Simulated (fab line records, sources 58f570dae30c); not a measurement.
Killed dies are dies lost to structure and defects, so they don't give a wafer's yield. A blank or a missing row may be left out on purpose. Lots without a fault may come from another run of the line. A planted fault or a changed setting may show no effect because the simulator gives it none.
Which tool did it? | flow berkeley_cmos170 | 7 lots, 21 wafers sampled, at 2 steps of a route of 331

WHAT THE GAUGES READ, wafer by wafer
UCB170_M1_CD_MEAS_90: target cd 700 nm.
lot  | measured     | on        | cd_nm (nm)
L125 | day 8 13:09  | cd_sem-01 | 698.1 702.7 699.4
L127 | day 9 04:23  | cd_sem-02 | 703.2 698.5 698.5
L126 | day 9 06:41  | cd_sem-01 | 705.6 703.7 707.7
L134 | day 10 17:55 | cd_sem-01 | 702.5 702.2 703.2
L139 | day 11 17:44 | cd_sem-02 | 715.6 713.6 715.4
L140 | day 11 23:21 | cd_sem-01 | 700.1 699.5 698.8
L145 | day 12 08:53 | cd_sem-01 | 702.6 699.2 702.3

WHICH TOOL RAN EACH LOT (tool, then ch and the chambers of the sampled wafers, then the start)
lot  | UCB170_M1_METAL_ETCH_12
L125 | rie_metal-04 ch 0,1, day 8 12:55
L127 | rie_metal-04 ch 0,1, day 9 04:10
L126 | rie_metal-01 ch 0, day 9 06:22
L134 | rie_metal-04 ch 0,1, day 10 17:41
L139 | rie_metal-02 ch 0,1, day 11 17:31
L140 | rie_metal-04 ch 1, day 11 23:06
L145 | rie_metal-04 ch 0,1, day 12 08:29
- UCB170_M1_METAL_ETCH_12: etches Al in Cl2/BCl3, stops on PSG, target depth 780 nm, time 130 s.

THE ANSWER, worked out from the rows above alone
Rule: what is usual is taken from the lots themselves. Put in order of their means at a reading, lots are off if they are a third of the lots or fewer, leave a main group of 4 or more, and stand apart from it by a gap of 3 or more times the standard deviation of the main group's means; of several such gaps the widest counts. A main group whose means are all the same, to the digits that the tables above print for the reading, isn't used. A lot without any number at a reading at which 4 lots or more have one is off too. The other lots that the step has rows for count as sound.
Off: L139, at UCB170_M1_CD_MEAS_90 (cd_nm). The main group: mean 701.5 nm, standard deviation 2.1.
A tool fits if, at a process step before that reading, it ran every lot that is off, and no sound lot after the first of them. The gauges at UCB170_M1_CD_MEAS_90 are tried like those tools. Can't be told from this: 2 tools fit, rie_metal-02 at UCB170_M1_METAL_ETCH_12, cd_sem-02 at UCB170_M1_CD_MEAS_90.

WHAT THE SIMULATOR HAD PUT IN
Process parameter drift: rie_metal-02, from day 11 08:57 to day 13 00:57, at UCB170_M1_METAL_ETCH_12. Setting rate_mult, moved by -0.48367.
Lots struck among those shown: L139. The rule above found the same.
